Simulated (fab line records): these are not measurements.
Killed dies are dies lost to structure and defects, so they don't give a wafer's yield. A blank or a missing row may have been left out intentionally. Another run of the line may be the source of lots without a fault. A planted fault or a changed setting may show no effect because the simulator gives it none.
The tool behind it: which one? | flow rit cmos | Sampling: 13 lots, 39 wafers, 2 of 202 route steps

== WHAT THE GAUGES SHOWED, per wafer ==
RIT_SPACER_THK_MEAS_04.
lot  | measured    | on            | SPACER_NITRIDE_THK (nm)
L926 | day 3 04:19 | film metro-01 | 251.2 253.1 251.0
L927 | day 3 10:43 | film metro-04 | 247.6 245.9 246.0
L928 | day 3 13:23 | film metro-04 | 248.9 248.7 249.2
L930 | day 3 23:23 | film metro-02 | 245.0 247.8 242.0
L931 | day 4 03:47 | film metro-02 | 249.0 249.3 248.9
L933 | day 4 14:32 | film metro-04 | 250.4 248.8 249.4
L934 | day 4 20:01 | film metro-04 | 248.6 248.3 247.3
L935 | day 4 23:57 | film metro-02 | 253.2 252.3 251.1
L936 | day 5 05:47 | film metro-04 | 248.2 245.2 245.8
L937 | day 5 09:02 | film metro-01 | 247.4 246.9 248.2
L938 | day 5 15:33 | film metro-01 | 282.9 283.3 283.4
L939 | day 5 19:59 | film metro-02 | 250.9 250.8 249.4
L947 | day 7 11:30 | film metro-02 | 251.3 249.3 253.1

== WHAT TOOL EACH LOT RAN ON (gives the tool, then ch and the chambers of the sampled wafers, and finally the start) ==
lot  | RIT_SPACER_CVD_03
L926 | lpcvd-02 ch 0, day 3 02:22
L927 | lpcvd-01 ch 0, day 3 08:47
L928 | lpcvd-01 ch 0, day 3 11:28
L930 | lpcvd-01 ch 0, day 3 21:28
L931 | lpcvd-02 ch 0, day 4 01:51
L933 | lpcvd-01 ch 1, day 4 12:37
L934 | lpcvd-01 ch 0, day 4 18:05
L935 | lpcvd-02 ch 1, day 4 22:02
L936 | lpcvd-01 ch 1, day 5 03:52
L937 | lpcvd-01 ch 0, day 5 07:07
L938 | lpcvd-01 ch 1, day 5 13:37
L939 | lpcvd-02 ch 0, day 5 18:04
L947 | lpcvd-02 ch 0, day 7 09:35
- RIT_SPACER_CVD_03: deposits Si3N4 from SiH2Cl2/NH3, target thk 250 nm, time 3300 s.

== AS READ BY THE TOOLS THEMSELVES (means over the sampled wafers that have a number; for cases with no such wafer, the mark the record gives instead) ==
RIT_SPACER_CVD_03.
lot  | tool     | nh3 flow sccm (sccm) | sih2cl2 flow sccm (sccm) | susceptor temp C (C)
L926 | lpcvd-02 | 150.2                | 59.94                    | 810.4
L927 | lpcvd-01 | 149.5                | 60.06                    | 810.2
L928 | lpcvd-01 | 149.9                | 59.99                    | 810.4
L930 | lpcvd-01 | 149.8                | 60.00                    | 810.0
L931 | lpcvd-02 | 150.5                | 60.10                    | 809.5
L933 | lpcvd-01 | 149.9                | 59.90                    | 809.7
L934 | lpcvd-01 | 150.4                | 59.80                    | 810.0
L935 | lpcvd-02 | 150.2                | 60.08                    | 809.8
L936 | lpcvd-01 | 149.5                | 60.10                    | 809.7
L937 | lpcvd-01 | 150.2                | 60.03                    | 810.1
L938 | lpcvd-01 | 179.7                | 60.10                    | 809.6
L939 | lpcvd-02 | 150.4                | 60.01                    | 810.0
L947 | lpcvd-02 | 149.8                | 60.06                    | 810.2

== THE ANSWER, worked out from the rows above alone ==
Rule: the lots themselves supply what counts as usual. Put in order of their means at a reading, lots are off if they are a third of the lots or fewer, leave a main group of 4 or more, and stand apart from it by a gap of 3 or more times the standard deviation of the main group's means; of several such gaps the widest counts. A main group is skipped when, at the precision printed for the reading in the tables above, its means are all equal. Also off: a lot with no number at a reading for which 4 or more lots have one. Where the step has rows for the other lots, those lots are counted as sound. Order of review: gauges by route order, followed by the tools' own readings, for which a lot's mean as printed above is used. At the first step where some lot is off, the reading lying furthest off is the one used; lots without a number count as furthest.
Off: at RIT_SPACER_THK_MEAS_04 (SPACER_NITRIDE_THK), L938. The main group has a mean of 248.9 nm with a standard deviation of 2.2.
A tool fits if, at a process step before that reading, it ran every lot that is off, and no sound lot after the first of them. Not tried: the gauges at RIT_SPACER_THK_MEAS_04; whatever is off there is also off at RIT_SPACER_CVD_03, on other tools, and gauge error can't account for it. One candidate fits, namely lpcvd-01 at RIT_SPACER_CVD_03. Its last sound lot is L937 (day 5 07:07), its first lot that is off L938 (day 5 13:37): a fault that began between those two fits.
The tool's own readings at RIT_SPACER_CVD_03 bear it out: on the lots that are off they differ by more than 5 times the standard deviation of the sound lots' means. nh3 flow sccm reads 179.7 sccm there against 150.0 sccm on the sound lots.

== WHAT THE SIMULATOR HAD PUT IN ==
lpcvd-01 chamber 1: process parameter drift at RIT_SPACER_CVD_03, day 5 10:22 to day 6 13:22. Setting nh3 flow sccm, moved by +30, from 150. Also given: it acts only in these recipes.
Struck lots among those shown: L938. Same finding as the rule above.
